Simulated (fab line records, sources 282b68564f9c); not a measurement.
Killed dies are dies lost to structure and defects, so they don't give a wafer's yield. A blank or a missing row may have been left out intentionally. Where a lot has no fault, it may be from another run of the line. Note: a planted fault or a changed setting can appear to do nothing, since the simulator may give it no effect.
One fault seen from 2 desks ; flow ritCmos ; each desk has only its own numbers; what lay behind them comes last

AT THE METROLOGY DESK
What the gauges read for every lot (on any tool): the sampled wafers with a number, averaged. Any lot whose mean is over 4 standard deviations away from the usual mean is out of limits and marked OUT; that distance is given in the brackets.
Columns: A = CONTACT_TEOS_THK at RIT_CONTACT_THK_MEAS_01, usual 401 nm; B = cdNm at RIT_CONTACT_CD_MEAS_08, usual 1000.4 nm; C = CONTACT_OVL at RIT_CONTACT_OVL_MEAS_09, usual -1.3 nm
lot;first seen here;A;B;C
L680;day 4 10:22;398;1001.2;-1.7
L682;day 4 18:59;399;997.2;-1.6
L683;day 5 02:02;400;1001.0;-1.2
L689;day 6 01:02;399;998.7;-2.5
L696;day 8 05:10;398;1003.3;-2.7
Finding of this desk: none of the 5 lots has anything out of limits.

FOR THE TOOL OWNER'S DESK: rieDiel-03
The tool's own readings at RIT_CONTACT_ETCH_11 (etches SiO2 in CHF3/CF4/Ar, stops on TiSi2, target depth 480 nm, time 320 s): means of the sampled wafers that have a number, for each lot that ran on this tool. Any lot whose mean is over 4 standard deviations away from the usual mean is out of limits and marked OUT; that distance is given in the brackets.
Columns: A = CHF3_flow_sccm at RIT_CONTACT_ETCH_11, usual 49.98 sccm; B = drypumpMotorCurrentA at RIT_CONTACT_ETCH_11, usual 5.4 A; C = oesProductAu at RIT_CONTACT_ETCH_11, usual 0.987 a.u.; D = throttleValvePct at RIT_CONTACT_ETCH_11, usual 8.86 %
lot;first seen here;A;B;C;D
L682;day 4 20:18;50.02;5.5;0.984;8.90
L696;day 8 06:58;50.04;5.5;0.988;8.90
Finding of this desk: none of the 2 lots has anything out of limits.

BROUGHT TOGETHER
Metrology desk: nothing out of limits seen.
The tool owner's desk saw nothing out of limits.

WHAT THE SIMULATOR HAD PUT IN
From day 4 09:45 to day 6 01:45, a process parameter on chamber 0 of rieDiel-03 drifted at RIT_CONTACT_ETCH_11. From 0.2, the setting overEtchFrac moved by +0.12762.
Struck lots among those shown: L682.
